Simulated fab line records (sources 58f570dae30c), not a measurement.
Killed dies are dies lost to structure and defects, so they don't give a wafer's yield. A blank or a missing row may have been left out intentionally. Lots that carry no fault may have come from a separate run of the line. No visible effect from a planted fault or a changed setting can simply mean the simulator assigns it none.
fab line records ; flow berkeley_cmos170
record lots=14; wafers=42; last_day=12
route steps=331 shown PWELL@40 CONTACT@224
lots that met no fault: from a run of the same line without faults
start_h: start of the lot's first displayed wafer, in hours after the record's first day ; wait_h: time in hours since the lot's previous step ; " same as the row above ; L1.1+2: several wafers, shown together as one row ; - no value, or no start given ; * or withheld: withheld ; < > ~ a bound
route shown NAME@n: a module of which the file shows steps, and the number in the route of the first ; usual: the fault-free wafers' mean and standard deviation ; same: alike in all rows ; chamber/n: place in a boat ; sites: the reading at each site ; _std_site: the standard deviation of these ; _edge_site: mean of outer sites minus mean of inner sites ; radius_mm: how far each site lies from the wafer's centre ; mask NAME#n: copy n ; behind: the most recent tool/chamber to have shaped the wafer ; hold: why the lot was held/for how many hours/how that ended ; device: the n, p or np transistor that did not switch ; end of line: tests of these same wafers at the route's end ; a step with no rows: only its recipe ; killed: dies that structure and defects cost at the first sort, which is not the same as the wafer's yield ; map: a wafer's dies, marking killed ones x, the rest . and places with no die _
set.NAME: the setting the step ran with; set.NAME@STEP: the setting that earlier step ran with ; model.NAME: the simulator's own value behind a step, which no gauge read
one table for each step of the route and one row for each wafer, over a sample of lots
services: the hour from which a tool's chamber was out of use, counted from the record's first day as start_h (under 0 if before that day), plus the number of hours and why
## steps
# step UCB170_PWELL_THK_MEAS_06
# recipe reads=Si3N4_of_PWELL_CVD_05
# usual PWELL_NITRIDE_THK=220.9/2
lot.wafer;tool;chamber;start_h;wait_h;PWELL_NITRIDE_THK[nm]
L165.1;film_metro-02;-;53.26;0.0;221.8
L165.3;film_metro-02;-;53.26;0.0;219.2
L165.6;film_metro-02;-;53.26;0.0;221.0
L164.2;film_metro-01;-;53.27;0.0;223.7
L164.3;film_metro-01;-;53.27;0.0;225.5
L164.4;film_metro-01;-;53.27;0.0;223.8
L166.1;film_metro-04;-;64.60;0.0;216.4
L166.3;film_metro-04;-;64.60;0.0;216.4
L166.4;film_metro-04;-;64.60;0.0;215.8
L167.1;film_metro-04;-;76.78;0.0;217.4
L167.2;film_metro-04;-;76.78;0.0;217.8
L167.4;film_metro-04;-;76.78;0.0;219.3
L168.1;film_metro-01;-;76.78;0.0;219.8
L168.3;film_metro-01;-;76.78;0.0;219.4
L168.4;film_metro-01;-;76.78;0.0;220.8
L170.2;film_metro-04;-;89.69;0.0;221.9
L170.4;film_metro-04;-;89.69;0.0;222.6
L170.6;film_metro-04;-;89.69;0.0;218.9
L169.3;film_metro-02;-;89.70;0.0;222.7
L169.4;film_metro-02;-;89.70;0.0;221.3
L169.5;film_metro-02;-;89.70;0.0;219.0
L173.1;film_metro-01;-;104.08;0.0;220.4
L173.3;film_metro-01;-;104.08;0.0;219.7
L173.6;film_metro-01;-;104.08;0.0;218.5
L176.1;film_metro-01;-;110.57;0.0;221.6
L176.2;film_metro-01;-;110.57;0.0;221.3
L176.4;film_metro-01;-;110.57;0.0;222.5
L179.1;film_metro-02;-;129.35;0.0;221.7
L179.5;film_metro-02;-;129.35;0.0;221.1
L179.6;film_metro-02;-;129.35;0.0;220.6
L182.1;film_metro-02;-;134.71;0.0;221.8
L182.4;film_metro-02;-;134.71;0.0;221.2
L182.5;film_metro-02;-;134.71;0.0;220.7
L184.1;film_metro-01;-;153.15;0.0;225.2
L184.2;film_metro-01;-;153.15;0.0;224.3
L184.4;film_metro-01;-;153.15;0.0;223.7
L185.1;film_metro-01;-;159.64;0.0;224.8
L185.5;film_metro-01;-;159.64;0.0;222.8
L185.6;film_metro-01;-;159.64;0.0;223.0
L186.3;film_metro-02;-;159.66;0.0;221.4
L186.4;film_metro-02;-;159.66;0.0;220.9
L186.6;film_metro-02;-;159.66;0.0;224.1
# step UCB170_PWELL_IMPLANT_15
# recipe species=B; dose_cm2=5e+12; energy_kev=60; tilt_deg=7
# usual beam_energy_keV=59.995/0.016
lot.wafer;tool;chamber;start_h;wait_h;beam_energy_keV
L165.1;implanter-02;0;54.65;0.1;59.969
L165.3;implanter-02;0;54.65;0.1;59.982
L165.6;implanter-02;0;54.65;0.1;59.986
L164.2;implanter-02;0;54.95;0.1;59.994
L164.3;implanter-02;0;54.95;0.1;59.982
L164.4;implanter-02;0;54.95;0.1;59.995
L166.1;implanter-01;0;66.18;0.1;59.969
L166.3;implanter-01;0;66.18;0.1;60.002
L166.4;implanter-01;0;66.18;0.1;60.004
L167.1;implanter-02;0;77.94;0.1;78.014
L167.2;implanter-02;0;77.94;0.1;77.978
L167.4;implanter-02;0;77.94;0.1;77.979
L168.1;implanter-01;0;78.06;0.1;59.966
L168.3;implanter-01;0;78.06;0.1;59.974
L168.4;implanter-01;0;78.06;0.1;59.992
L169.3;implanter-04;0;90.77;0.1;59.986
L169.4;implanter-04;0;90.77;0.1;60.005
L169.5;implanter-04;0;90.77;0.1;59.978
L170.2;implanter-02;0;91.02;0.1;78.017
L170.4;implanter-02;0;91.02;0.1;77.996
L170.6;implanter-02;0;91.02;0.1;77.994
L173.1;implanter-04;0;105.60;0.1;59.989
L173.3;implanter-04;0;105.60;0.1;59.996
L173.6;implanter-04;0;105.60;0.1;59.991
L176.1;implanter-04;0;112.98;0.1;59.972
L176.2;implanter-04;0;112.98;0.1;59.983
L176.4;implanter-04;0;112.98;0.1;60.013
L179.1;implanter-01;0;130.95;0.1;60.009
L179.5;implanter-01;0;130.95;0.1;59.983
L179.6;implanter-01;0;130.95;0.1;59.979
L182.1;implanter-04;0;136.18;0.1;60.002
L182.4;implanter-04;0;136.18;0.1;60.012
L182.5;implanter-04;0;136.18;0.1;59.990
L184.1;implanter-04;0;154.52;0.1;59.978
L184.2;implanter-04;0;154.52;0.1;59.995
L184.4;implanter-04;0;154.52;0.1;60.016
L185.1;implanter-02;0;161.03;0.1;60.015
L185.5;implanter-02;0;161.03;0.1;59.988
L185.6;implanter-02;0;161.03;0.1;60.034
L186.3;implanter-04;0;161.35;0.1;59.975
L186.4;implanter-04;0;161.35;0.1;59.957
L186.6;implanter-04;0;161.35;0.1;60.027
# step UCB170_PWELL_TW_MEAS_17
# usual PWELL_TW=380.2/2.3
lot.wafer;tool;chamber;start_h;wait_h;hold;PWELL_TW
L165.1;film_metro-04;-;54.90;0.1;-;376.7
L165.3;film_metro-04;-;54.90;0.1;-;379.4
L165.6;film_metro-04;-;54.90;0.1;-;376.1
L164.2;film_metro-04;-;55.19;0.1;-;377.9
L164.3;film_metro-04;-;55.19;0.1;-;377.9
L164.4;film_metro-04;-;55.19;0.1;-;379.2
L166.1;film_metro-02;-;66.43;0.1;-;381.6
L166.3;film_metro-02;-;66.43;0.1;-;380.4
L166.4;film_metro-02;-;66.43;0.1;-;380.3
L167.1;film_metro-04;-;78.19;0.1;await_dispo/0.2h/release;391.6
L167.2;film_metro-04;-;78.19;0.1;await_dispo/0.2h/release;393.9
L167.4;film_metro-04;-;78.19;0.1;await_dispo/0.2h/release;392.5
L167.1;film_metro-04;-;78.42;0.2;-;392.4
L167.2;film_metro-04;-;78.42;0.2;-;393.0
L167.4;film_metro-04;-;78.42;0.2;-;392.9
L168.1;film_metro-02;-;78.31;0.1;-;381.0
L168.3;film_metro-02;-;78.31;0.1;-;381.3
L168.4;film_metro-02;-;78.31;0.1;-;382.8
L169.3;film_metro-02;-;90.99;0.1;-;382.9
L169.4;film_metro-02;-;90.99;0.1;-;384.9
L169.5;film_metro-02;-;90.99;0.1;-;382.7
L170.2;film_metro-01;-;91.25;0.1;await_dispo/0.2h/release;389.8
L170.4;film_metro-01;-;91.25;0.1;await_dispo/0.2h/release;389.5
L170.6;film_metro-01;-;91.25;0.1;await_dispo/0.2h/release;390.1
L170.2;film_metro-01;-;91.48;0.2;-;391.3
L170.4;film_metro-01;-;91.48;0.2;-;391.7
L170.6;film_metro-01;-;91.48;0.2;-;389.4
L173.1;film_metro-01;-;105.85;0.1;-;376.0
L173.3;film_metro-01;-;105.85;0.1;-;377.2
L173.6;film_metro-01;-;105.85;0.1;-;377.3
L176.1;film_metro-02;-;113.23;0.1;-;383.0
L176.2;film_metro-02;-;113.23;0.1;-;381.2
L176.4;film_metro-02;-;113.23;0.1;-;382.9
L179.1;film_metro-01;-;131.20;0.1;-;376.2
L179.5;film_metro-01;-;131.20;0.1;-;375.9
L179.6;film_metro-01;-;131.20;0.1;-;377.3
L182.1;film_metro-02;-;136.43;0.1;-;383.1
L182.4;film_metro-02;-;136.43;0.1;-;383.0
L182.5;film_metro-02;-;136.43;0.1;-;384.1
L184.1;film_metro-04;-;154.77;0.1;-;381.6
L184.2;film_metro-04;-;154.77;0.1;-;382.1
L184.4;film_metro-04;-;154.77;0.1;-;383.2
L185.1;film_metro-02;-;161.28;0.1;-;382.2
L185.5;film_metro-02;-;161.28;0.1;-;382.8
L185.6;film_metro-02;-;161.28;0.1;-;382.2
L186.3;film_metro-02;-;161.57;0.1;-;381.4
L186.4;film_metro-02;-;161.57;0.1;-;381.8
L186.6;film_metro-02;-;161.57;0.1;-;381.4
# step UCB170_CONTACT_RTA_08
# recipe temp_c=900; time_s=10; ambient=N2
# usual lamp_power_pct=26.0/0.58; wafer_temp_C_max=903.3/0.69
lot.wafer;tool;chamber;start_h;wait_h;lamp_power_pct;wafer_temp_C_max
L165.1;rtp_anneal-01;0;154.05;0.0;26.9;902.8
L165.3;rtp_anneal-01;0;154.05;0.0;26.9;903.7
L165.6;rtp_anneal-01;0;154.05;0.0;26.9;904.2
L164.2;rtp_anneal-01;0;154.41;0.0;26.9;904.4
L164.3;rtp_anneal-01;0;154.41;0.0;26.9;904.2
L164.4;rtp_anneal-01;0;154.41;0.0;27.0;903.2
L166.1;rtp_anneal-02;0;156.44;0.0;25.7;903.2
L166.3;rtp_anneal-02;0;156.44;0.0;25.6;902.7
L166.4;rtp_anneal-02;0;156.44;0.0;25.7;902.6
L167.1;rtp_anneal-02;0;170.51;0.0;25.6;903.0
L167.2;rtp_anneal-02;0;170.51;0.0;25.6;903.0
L167.4;rtp_anneal-02;0;170.51;0.0;25.6;902.7
L168.1;rtp_anneal-01;0;170.51;0.0;26.9;904.5
L168.3;rtp_anneal-01;0;170.51;0.0;26.9;903.7
L168.4;rtp_anneal-01;0;170.51;0.0;26.9;903.4
L170.2;rtp_anneal-01;0;170.72;0.0;26.9;903.2
L170.4;rtp_anneal-01;0;170.72;0.0;26.9;903.7
L170.6;rtp_anneal-01;0;170.72;0.0;26.9;903.1
L169.3;rtp_anneal-02;0;170.93;0.0;25.6;903.2
L169.4;rtp_anneal-02;0;170.93;0.0;25.6;903.0
L169.5;rtp_anneal-02;0;170.93;0.0;25.6;903.2
L173.1;rtp_anneal-01;0;195.78;0.0;26.9;903.4
L173.3;rtp_anneal-01;0;195.78;0.0;26.9;903.7
L173.6;rtp_anneal-01;0;195.78;0.0;26.9;904.1
L176.1;rtp_anneal-02;0;212.42;0.1;25.6;904.2
L176.2;rtp_anneal-02;0;212.42;0.1;25.7;903.0
L176.4;rtp_anneal-02;0;212.42;0.1;25.6;903.3
L179.1;rtp_anneal-02;0;221.60;0.0;25.6;903.3
L179.5;rtp_anneal-02;0;221.60;0.0;25.6;904.1
L179.6;rtp_anneal-02;0;221.60;0.0;25.7;903.5
L182.1;rtp_anneal-02;0;225.32;0.0;25.6;903.5
L182.4;rtp_anneal-02;0;225.32;0.0;25.6;904.0
L182.5;rtp_anneal-02;0;225.32;0.0;25.6;903.6
L184.1;rtp_anneal-02;0;248.97;0.0;25.6;903.1
L184.2;rtp_anneal-02;0;248.97;0.0;25.6;903.2
L184.4;rtp_anneal-02;0;248.97;0.0;25.6;902.3
L186.3;rtp_anneal-02;0;252.73;0.0;25.6;902.5
L186.4;rtp_anneal-02;0;252.73;0.0;25.7;903.5
L186.6;rtp_anneal-02;0;252.73;0.0;25.6;903.8
L185.1;rtp_anneal-02;0;252.88;0.0;25.6;902.6
L185.5;rtp_anneal-02;0;252.88;0.0;25.6;904.7
L185.6;rtp_anneal-02;0;252.88;0.0;25.6;902.1
# step UCB170_CONTACT_ETCH_17
# recipe chemistry=N2/H2; target_depth_a=withheld; overetch_a=withheld; target=BARC; time_s=withheld; source_w=500; bias_w=100; pressure_mtorr=30; n2_flow_sccm=100; h2_flow_sccm=200
# usual chamber_pressure_mTorr=30.002/0.029; drypump_motor_current_A=5.5/0.58; h2_flow_sccm=200.0/0.55; n2_flow_sccm=100.0/0.31; oes_product_au=1.001/0.022; throttle_valve_pct=13.31/0.18
lot.wafer;tool;chamber;start_h;wait_h;chamber_pressure_mTorr;drypump_motor_current_A;h2_flow_sccm;n2_flow_sccm;oes_product_au;throttle_valve_pct
L165.1;rie_diel-02;0;155.25;0.0;30.041;6.2;199.9;99.7;0.994;13.56
L165.3;rie_diel-02;3;155.25;0.0;30.004;6.4;200.7;99.6;1.002;13.42
L165.6;rie_diel-02;1;155.25;0.0;29.956;4.8;200.6;100.6;0.982;13.24
L164.2;rie_diel-01;0;155.80;0.0;30.004;5.6;199.0;100.1;0.996;13.45
L164.3;rie_diel-01;3;155.80;0.0;29.958;6.1;200.1;99.8;0.977;12.96
L164.4;rie_diel-01;1;155.80;0.0;29.973;4.6;200.4;100.1;0.960;13.02
L166.1;rie_diel-04;1;157.63;0.0;30.026;5.4;199.9;99.3;1.018;13.29
L166.3;rie_diel-04;0;157.63;0.0;30.022;5.4;199.5;100.1;0.999;13.48
L166.4;rie_diel-04;2;157.63;0.0;29.996;5.7;200.3;99.2;1.031;13.28
L167.1;rie_diel-02;1;172.66;0.0;30.125;4.8;199.9;100.1;0.985;13.24
L167.2;rie_diel-02;3;172.66;0.0;30.012;6.4;199.2;100.1;1.015;13.43
L167.4;rie_diel-02;2;172.66;0.0;30.004;6.3;201.0;99.7;0.990;13.33
L168.1;rie_diel-04;0;172.78;0.0;30.006;5.4;199.1;99.9;1.001;13.49
L168.3;rie_diel-04;1;172.78;0.0;30.003;5.4;199.5;100.1;1.025;13.29
L168.4;rie_diel-04;2;172.78;0.0;29.993;5.6;200.0;100.2;1.030;13.28
L170.2;rie_diel-01;2;172.80;0.0;30.016;5.1;201.2;100.1;1.024;13.45
L170.4;rie_diel-01;1;172.80;0.0;30.006;4.6;200.2;99.7;0.968;13.00
L170.6;rie_diel-01;0;172.80;0.0;30.043;5.5;199.8;101.0;0.981;13.45
L169.3;rie_diel-02;1;173.07;0.0;29.985;4.8;199.4;99.9;0.987;13.24
L169.4;rie_diel-02;2;173.07;0.0;29.987;6.3;199.9;100.2;0.995;13.32
L169.5;rie_diel-02;0;173.07;0.0;29.972;6.2;200.0;100.1;0.996;13.57
L173.1;rie_diel-01;0;197.11;0.0;29.984;5.6;201.0;99.5;0.989;13.44
L173.3;rie_diel-01;2;197.11;0.0;29.981;5.1;199.0;100.3;1.019;13.47
L173.6;rie_diel-01;1;197.11;0.0;29.990;4.7;201.2;100.1;0.969;13.00
L176.1;rie_diel-01;3;214.69;0.0;29.967;6.0;200.0;100.4;0.973;12.94
L176.2;rie_diel-01;1;214.69;0.0;30.031;4.6;200.9;99.9;0.960;13.01
L176.4;rie_diel-01;2;214.69;0.0;30.015;5.1;200.6;100.6;1.025;13.45
L179.1;rie_diel-02;0;222.66;0.0;29.994;6.2;199.6;100.2;1.004;13.58
L179.5;rie_diel-02;1;222.66;0.0;29.974;4.8;199.2;100.0;0.992;13.26
L179.6;rie_diel-02;0;222.66;0.0;29.999;6.2;199.5;99.6;1.006;13.55
L182.1;rie_diel-01;2;226.63;0.0;30.014;5.1;199.9;99.6;1.020;13.46
L182.4;rie_diel-01;0;226.63;0.0;30.028;5.5;200.2;99.6;0.994;13.45
L182.5;rie_diel-01;2;226.63;0.0;30.031;5.1;199.5;99.7;1.025;13.47
L184.1;rie_diel-01;3;250.68;0.0;30.008;6.1;199.9;99.7;0.974;12.94
L184.2;rie_diel-01;2;250.68;0.0;30.014;5.1;199.3;100.2;1.023;13.48
L184.4;rie_diel-01;2;250.68;0.0;30.032;5.1;200.0;100.2;1.018;13.45
L186.3;rie_diel-04;3;254.07;0.0;29.992;4.9;199.8;99.8;1.012;13.32
L186.4;rie_diel-04;3;254.07;0.0;29.973;4.8;200.4;99.8;1.016;13.35
L186.6;rie_diel-04;2;254.07;0.0;29.987;5.7;199.3;99.7;1.029;13.27
L185.1;rie_diel-01;3;254.19;0.0;29.991;6.1;199.7;100.1;0.965;12.93
L185.5;rie_diel-01;2;254.19;0.0;30.046;5.1;198.7;99.9;1.022;13.48
L185.6;rie_diel-01;3;254.19;0.0;29.986;6.1;199.8;99.8;0.965;12.96
## services
tool;chamber;start_h;hours;kind
implanter-01;-;54.60;2.3;pm
rie_diel-04;2;55.14;3.5;repair
implanter-04;-;65.64;3.1;pm
implanter-04;-;75.17;5.2;repair
rie_diel-01;3;89.99;7.4;repair
implanter-01;-;103.13;4.1;repair
implanter-02;-;125.42;2.4;repair
rie_diel-04;3;136.74;13.7;repair
rie_diel-01;2;151.58;-;clean
rie_diel-01;2;151.58;19.2;scheduled_down
rie_diel-01;2;151.58;19.2;vent_cycle
implanter-02;-;156.05;1.7;repair
implanter-01;-;163.48;2.7;repair
rie_diel-01;0;164.97;5.3;repair
rie_diel-02;2;187.91;-;clean
rie_diel-02;2;187.91;29.6;scheduled_down
rie_diel-01;-;198.35;0.2;repair
implanter-01;-;221.59;2.1;repair
rie_diel-01;0;239.21;-;clean
rie_diel-01;0;239.21;20.1;scheduled_down
rie_diel-01;0;239.21;20.1;vent_cycle
implanter-02;-;245.06;4.9;pm
rie_diel-02;-;252.77;4.3;pm
rie_diel-04;0;252.95;3.3;repair
## key
first_sign step=UCB170_PWELL_IMPLANT_15; reading=beam_energy_keV; direction=up; sigmas=99+; usual=59.995; struck=77.997
effect step=UCB170_PWELL_TW_MEAS_17; reading=visit; direction=added
met_at UCB170_PWELL_IMPLANT_15
struck_lots L167,L170
tester_left_out L167,L170
not_acting_at UCB170_PWELL_THK_MEAS_06,UCB170_CONTACT_RTA_08,UCB170_CONTACT_ETCH_17
onset_between 54.95 77.94
fault kind=process_parameter_drift; tool=implanter-02; chamber=-; onset_h=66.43; steps=UCB170_PWELL_IMPLANT_15; channel=energy_kev; offset=18; shape=step; end_h=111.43; acts_in=these_recipes_only; stated=60
# tester_left_out: of these lots the tester's yield and bins aren't shown, on N5 and GAA mostly nor the transistor test; their killed dies are dies lost to structure and defects alone, not to doping, threshold or leakage, so they don't give the yield
